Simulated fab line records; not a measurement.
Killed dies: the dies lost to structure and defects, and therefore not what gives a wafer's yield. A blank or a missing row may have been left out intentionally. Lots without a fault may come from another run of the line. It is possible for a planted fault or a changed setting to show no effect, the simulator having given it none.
Which tool was responsible? -- flow ritCmos -- 13 lots, 39 wafers sampled, at 3 steps of a route of 202

== WHAT THE GAUGES READ, wafer by wafer ==
RIT_GATE_CD_MEAS_16: the cd target is 150 nm. Usual: cdNm 150.1 nm, standard deviation 2.
lot,measured,on,cdNm (nm),flag
L640,day 2 12:34,cdSem-02,149.3 146.8 147.0,
L642,day 2 22:14,cdSem-01,153.6 153.0 153.4,
L643,day 3 03:39,cdSem-02,152.3 150.1 150.3,
L644,day 3 11:50,cdSem-01,149.7 149.8 150.1,
L645,day 3 17:57,cdSem-01,153.5 151.4 152.8,
L646,day 4 01:14,cdSem-01,152.8 153.3 149.7,
L651,day 5 01:58,cdSem-01,149.7 150.1 148.4,
L652,day 5 02:05,cdSem-01,152.5 152.7 153.7,
L653,day 5 06:42,cdSem-01,148.8 150.1 148.8,
L656,day 5 20:12,cdSem-01,151.4 150.4 146.9,
L657,day 6 03:01,cdSem-01,148.1 151.4 148.5,
L659,day 6 13:47,cdSem-01,151.1 152.5 150.7,
L663,day 7 11:09,cdSem-02,147.2 148.6 144.4,

RIT_REOX_THK_MEAS_04. Usual: REOX_OXIDE_THK 25.7 nm, standard deviation 0.48.
lot,measured,on,REOX_OXIDE_THK (nm),flag
L640,day 2 16:18,filmMetro-04,26.7 26.4 26.4,
L642,day 3 02:04,filmMetro-04,25.4 25.2 25.2,
L643,day 3 08:59,filmMetro-04,26.1 25.7 25.4,
L644,day 3 16:59,filmMetro-01,25.7 25.0 25.3,
L645,day 3 23:40,filmMetro-04,25.3 25.4 25.5,
L646,day 4 04:50,filmMetro-01,25.7 25.9 25.6,
L651,day 5 05:35,filmMetro-03,25.5 24.9 25.3,
L652,day 5 05:43,filmMetro-04,26.7 26.6 26.2,
L653,day 5 10:58,filmMetro-03,25.6 26.1 26.0,
L656,day 5 23:49,filmMetro-04,25.7 26.2 26.0,
L657,day 6 07:17,filmMetro-04,25.2 25.0 25.5,
L659,day 6 17:30,filmMetro-03,25.2 25.4 25.7,
L663,day 7 15:58,filmMetro-03,25.8 26.0 25.9,

== TOOL THAT RAN EACH LOT (tool first, then ch and the chambers of the sampled wafers, then the start) ==
lot,RIT_NWELL_STRIP_09
L640,"plasmaAsher-04 ch 0,1, day 1 20:53"
L642,"plasmaAsher-04 ch 0,1, day 2 06:46"
L643,"plasmaAsher-02 ch 0,1, day 2 11:55"
L644,"plasmaAsher-03 ch 0,1, day 2 16:41"
L645,"plasmaAsher-02 ch 0, day 2 21:49"
L646,"plasmaAsher-02 ch 0,1, day 3 02:56"
L651,"plasmaAsher-04 ch 1, day 4 06:17"
L652,"plasmaAsher-03 ch 0,1, day 4 09:41"
L653,"plasmaAsher-03 ch 0,1, day 4 15:15"
L656,"plasmaAsher-03 ch 0,1, day 5 04:46"
L657,"plasmaAsher-04 ch 0,1, day 5 10:50"
L659,"plasmaAsher-04 ch 0,1, day 5 22:16"
L663,"plasmaAsher-02 ch 0,1, day 6 16:45"
- RIT_NWELL_STRIP_09: strips in O2, time 180 s.

== WHAT THE TOOLS THEMSELVES READ (means of the sampled wafers that have a number; where no wafer has one, the mark that the record gives instead) ==
RIT_NWELL_STRIP_09. Usual: drypumpMotorCurrentA 5.54 A, standard deviation 0.25; rfReflPowerW 7.5 W, standard deviation 0.82.
lot,tool,drypumpMotorCurrentA (A),rfReflPowerW (W),flag
L640,plasmaAsher-04,5.45,8.5,
L642,plasmaAsher-04,5.49,7.8,
L643,plasmaAsher-02,5.43,7.7,
L644,plasmaAsher-03,5.61,7.0,
L645,plasmaAsher-02,5.45,7.7,
L646,plasmaAsher-02,5.40,7.5,
L651,plasmaAsher-04,5.41,9.4,
L652,plasmaAsher-03,5.83,6.8,
L653,plasmaAsher-03,5.84,6.9,
L656,plasmaAsher-03,5.63,7.1,
L657,plasmaAsher-04,5.47,8.4,
L659,plasmaAsher-04,5.46,8.7,
L663,plasmaAsher-02,5.40,7.3,

== THE ANSWER, worked out from the rows above alone ==
Rule: a lot counts as off when the mean over its wafers that have a number is more than 3 standard deviations away from the usual mean. A lot without any number at a reading at which 4 lots or more have one is off too. Where the step has rows for the other lots, those lots are counted as sound. First the gauges in route order, then the tools' own readings, where a lot's mean is used as printed above. At the first step where some lot is off, the reading lying furthest off is the one used; lots without a number count as furthest.
No lot is off at any reading shown: from this, nothing can be told.

== WHAT HAD BEEN PUT IN BY THE SIMULATOR ==
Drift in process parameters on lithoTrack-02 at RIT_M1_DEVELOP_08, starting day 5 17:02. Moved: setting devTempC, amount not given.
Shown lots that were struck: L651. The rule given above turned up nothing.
